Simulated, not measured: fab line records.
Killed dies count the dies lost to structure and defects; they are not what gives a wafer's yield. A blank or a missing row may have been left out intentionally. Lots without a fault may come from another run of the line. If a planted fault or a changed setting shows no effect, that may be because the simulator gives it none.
The same fault as seen by 2 desks | flow rit-cmos | each desk has only its own numbers; what lay behind them comes last

## DESK OF THE TOOL OWNER: furnace-03
The tool's own readings at RIT_GATE_OXIDATION_05 (target thk 3 nm, ox time 270 s): means of the sampled wafers that have a number, for each lot that ran on this tool. If a lot's mean is further than 4 standard deviations from the usual mean, the lot is out of limits and carries the mark OUT (the distance appears in the brackets).
Columns: A = spike-tc-centre-C at RIT_GATE_OXIDATION_05, usual 901.7 C; B = spike-tc-source-C at RIT_GATE_OXIDATION_05, usual 924.3 C; C = tube-center-temp-C at RIT_GATE_OXIDATION_05, usual 899.99 C; D = tube_center_temp_C_max at RIT_GATE_OXIDATION_05, usual 902.3
lot  | first seen here | A                | B     | C                | D
L229 | day 3 10:20     | 896.9 (-4.0) OUT | 921.0 | 894.99 (-63) OUT | 897.3 (-13) OUT
L231 | day 3 23:47     | 896.0 (-4.8) OUT | 920.2 | 895.05 (-62) OUT | 897.1 (-13) OUT
L243 | day 6 13:26     | 901.2            | 925.5 | 899.98           | 902.3
This desk's finding: out of limits on L229, L231; first on L229, day 3 10:20 (spike-tc-centre-C at RIT_GATE_OXIDATION_05). L243 stayed within limits.

## THE METROLOGY DESK
What the gauges read, lot by lot, whatever tool the lot ran on: means of the sampled wafers that have a number. If a lot's mean is further than 4 standard deviations from the usual mean, the lot is out of limits and carries the mark OUT (the distance appears in the brackets).
Columns: A = PRETRO_OVL at RIT_PRETRO_OVL_MEAS_06, usual 0.2 nm; B = PRETRO_TW at RIT_PRETRO_TW_MEAS_10, usual 477; C = FIELD_OXIDE_LEFT_2_THK at RIT_FOX2_THK_MEAS_91, usual 254 nm
lot  | first seen here | A    | B   | C
L229 | day 3 09:10     | 0.2  | 483 | 250
L231 | day 3 21:40     | -1.8 | 483 | 240
L232 | day 4 02:29     | -0.2 | 470 | 257
L243 | day 6 11:10     | 1.9  | 469 | 257
L245 | day 6 18:55     | 0.4  | 481 | 248
L247 | day 7 09:21     | 0.2  | 481 | 256
This desk's verdict: no lot among the 6 shows anything out of limits.

## BROUGHT TOGETHER
An alarm could have come from the tool owner's desk at day 3 10:20, on L229, L231.
Nothing out of limits was seen by the metrology desk.
The metrology desk has L229, L231 on record, within its limits.
On furnace-03, each named lot ran RIT_GATE_OXIDATION_05.

## WHAT THE SIMULATOR PUT IN
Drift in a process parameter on furnace-03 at RIT_GATE_OXIDATION_05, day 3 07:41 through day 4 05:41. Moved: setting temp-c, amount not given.
Lots struck among those shown: L229, L231.
Each desk's first reading out of limits, in hours after the fault started: the tool owner's desk, 3.
